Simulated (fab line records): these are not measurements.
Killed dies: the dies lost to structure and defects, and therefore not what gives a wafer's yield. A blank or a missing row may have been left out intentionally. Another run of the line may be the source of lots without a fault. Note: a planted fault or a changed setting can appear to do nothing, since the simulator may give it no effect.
Which tool was responsible?    flow berkeley cmos170    14 lots (42 wafers sampled), 1 step of a 331-step route

WHAT EACH GAUGE READ, for each wafer
The record holds no reading of a measuring or inspecting step that can be judged against a usual standard deviation.

WHICH TOOL RAN EACH LOT (tool, then ch and the chambers of the sampled wafers, then the start)
lot   UCB170_GATE_ETCH_14
L538  rie diel-01 ch 1,2,3, day 6 04:23
L539  rie diel-01 ch 0,2,3, day 6 12:22
L540  rie diel-01 ch 1,2,3, day 7 02:35
L543  rie diel-01 ch 0,2,3, day 7 05:46
L544  rie diel-02 ch 1,3, day 7 06:01
L541  rie diel-01 ch 0,2,3, day 7 09:02
L549  rie diel-02 ch 1,2, day 8 17:22
L554  rie diel-02 ch 0,1,3, day 9 07:30
L553  rie diel-04 ch 0,2,3, day 9 07:44
L555  rie diel-04 ch 1,2, day 9 18:17
L556  rie diel-04 ch 0,1,3, day 9 20:57
L557  rie diel-04 ch 0,2,3, day 10 05:40
L559  rie diel-04 ch 0,2, day 10 09:10
L561  rie diel-01 ch 0,3, day 11 05:19
- UCB170_GATE_ETCH_14: etches BARC in N2/H2.

WHAT THE TOOLS THEMSELVES READ (means of the sampled wafers that have a number; where no wafer has one, the mark that the record gives instead)
UCB170_GATE_ETCH_14.
lot   tool         bias w (W)  drypump motor current A (A)  oes product au (a.u.)  throttle valve pct (%)
L538  rie diel-01  99.96       6.1                          1.013                  13.20
L539  rie diel-01  100.07      5.9                          1.006                  13.09
L540  rie diel-01  99.79       6.1                          1.015                  13.20
L543  rie diel-01  100.97      5.9                          1.004                  13.08
L544  rie diel-02  99.86       6.0                          1.004                  13.24
L541  rie diel-01  101.15      5.9                          0.998                  13.10
L549  rie diel-02  100.25      6.5                          0.984                  13.62
L554  rie diel-02  99.98       6.3                          0.994                  13.41
L553  rie diel-04  100.08      5.5                          0.994                  13.19
L555  rie diel-04  99.96       5.1                          1.006                  13.32
L556  rie diel-04  100.09      5.7                          1.001                  13.33
L557  rie diel-04  99.79       5.5                          0.985                  13.19
L559  rie diel-04  100.33      5.3                          0.976                  13.09
L561  rie diel-01  100.01      5.8                          0.990                  13.06

THE ANSWER, worked out from the rows above alone
Rule: the usual values come from the lots themselves. Put in order of their means at a reading, lots are off if they are a third of the lots or fewer, leave a main group of 4 or more, and stand apart from it by a gap of 3 or more times the standard deviation of the main group's means; of several such gaps the widest counts. A main group whose means are all the same, to the digits that the tables above print for the reading, isn't used. A lot without any number at a reading at which 4 lots or more have one is off too. Where the step has rows for the other lots, those lots are counted as sound. The gauges are gone through in route order, then the tools' own readings, and for those a lot's mean is taken as printed above. At the first step where some lot is off, the reading lying furthest off is the one used; lots without a number count as furthest.
Off, at UCB170_GATE_ETCH_14 on bias w: L543, L541. The main group has a mean of 100.01 W with a standard deviation of 0.16.
If a tool, at that step or one of the process steps before it, ran each lot that is off and ran no sound lot following the first of them, it fits. None of those tried fits.

WHAT THE SIMULATOR HAD INSERTED
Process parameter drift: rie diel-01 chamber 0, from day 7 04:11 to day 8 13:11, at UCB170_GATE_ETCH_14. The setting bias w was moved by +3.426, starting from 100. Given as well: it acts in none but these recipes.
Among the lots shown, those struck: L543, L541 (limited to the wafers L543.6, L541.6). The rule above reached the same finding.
